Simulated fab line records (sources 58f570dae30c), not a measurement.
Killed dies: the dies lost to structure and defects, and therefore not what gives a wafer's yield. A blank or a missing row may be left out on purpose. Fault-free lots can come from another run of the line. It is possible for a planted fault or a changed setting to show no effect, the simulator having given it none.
Split-lot trial    flow berkeley-cmos170    route with 331 steps; 5 lots, 23 wafers read

THE SPLIT
At UCB170_CONTACT_CVD_01 (deposits PSG from SiH4/O2/PH3, target thk 700 nm, time 2820 s), the setting pressure-mtorr was moved away from the recipe's 300 mTorr on 15 of the 23 wafers read, by -6.3% to +13.9%. All remaining wafers had this setting at the recipe value.

The file shows no step between the split and the reading.

THE READING
CONTACT_PSG_THK (nm), taken at UCB170_CONTACT_THK_MEAS_02. Typical for fault-free wafers on this fab line: 699 nm, with standard deviation 7.2 nm.

wafer   tool, chamber at the split  pressure-mtorr as run, mTorr  against the recipe  CONTACT_PSG_THK, nm  against lot-mates on the recipe
L077.2  -, -                        300                           recipe              705                  -
L077.3  -, -                        300                           recipe              702                  -
L077.4  -, -                        300                           recipe              705                  -
L077.5  -, -                        300                           recipe              699                  -
L077.6  -, -                        300                           recipe              700                  -
L079.1  -, -                        281.2                         -6.3%               666                  no lot-mate on the recipe
L079.2  -, -                        281.2                         -6.3%               667                  no lot-mate on the recipe
L079.3  -, -                        281.2                         -6.3%               661                  no lot-mate on the recipe
L079.5  -, -                        281.2                         -6.3%               659                  no lot-mate on the recipe
L079.6  -, -                        281.2                         -6.3%               669                  no lot-mate on the recipe
L080.1  lpcvd-01, 0                 300                           recipe              685                  -
L080.5  lpcvd-01, 0                 300                           recipe              689                  -
L080.6  lpcvd-01, 0                 300                           recipe              692                  -
L085.1  -, -                        285                           -5.0%               683                  no lot-mate on the recipe
L085.2  -, -                        285                           -5.0%               682                  no lot-mate on the recipe
L085.4  -, -                        285                           -5.0%               682                  no lot-mate on the recipe
L085.5  -, -                        285                           -5.0%               685                  no lot-mate on the recipe
L085.6  -, -                        285                           -5.0%               681                  no lot-mate on the recipe
L083.1  -, -                        341.8                         +13.9%              749                  no lot-mate on the recipe
L083.2  -, -                        341.8                         +13.9%              749                  no lot-mate on the recipe
L083.4  -, -                        341.8                         +13.9%              747                  no lot-mate on the recipe
L083.5  -, -                        341.8                         +13.9%              746                  no lot-mate on the recipe
L083.6  -, -                        341.8                         +13.9%              748                  no lot-mate on the recipe

THE FIT
A straight line over all 23 wafers: CONTACT_PSG_THK changes by +3.82 nm for each +1% of pressure-mtorr; r = +0.98; the points scatter about the line by 6.8 nm.
Too few moved wafers have a lot-mate on the recipe to fit a line with each lot's own level taken away.

THE WHOLE CHAIN: every reading that the file lists as answering this split, in the file's order
step                        what it does                                                          reading                                                                        change (the file's fit)               r (the file's)
UCB170_CONTACT_CVD_01       deposits PSG from SiH4/O2/PH3, target thk 700 nm, time 2820 s         PSG_of_CONTACT_CVD_01.thk-nm (the simulator's own value, which no gauge read)  +3.85 nm for each +1% of the setting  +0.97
UCB170_CONTACT_THK_MEAS_02                                                                        CONTACT_PSG_THK                                                                +3.82 for each +1% of the setting     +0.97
UCB170_M1_METAL_ETCH_12     etches Al in Cl2/BCl3, stops on PSG, target depth 780 nm, time 130 s  PSG_of_CONTACT_CVD_01.thk-nm (the simulator's own value, which no gauge read)  +3.8 nm for each +1% of the setting   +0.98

FILE'S OWN FIT
CONTACT_PSG_THK changes by +3.82 nm for each +1% of pressure-mtorr, r = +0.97.
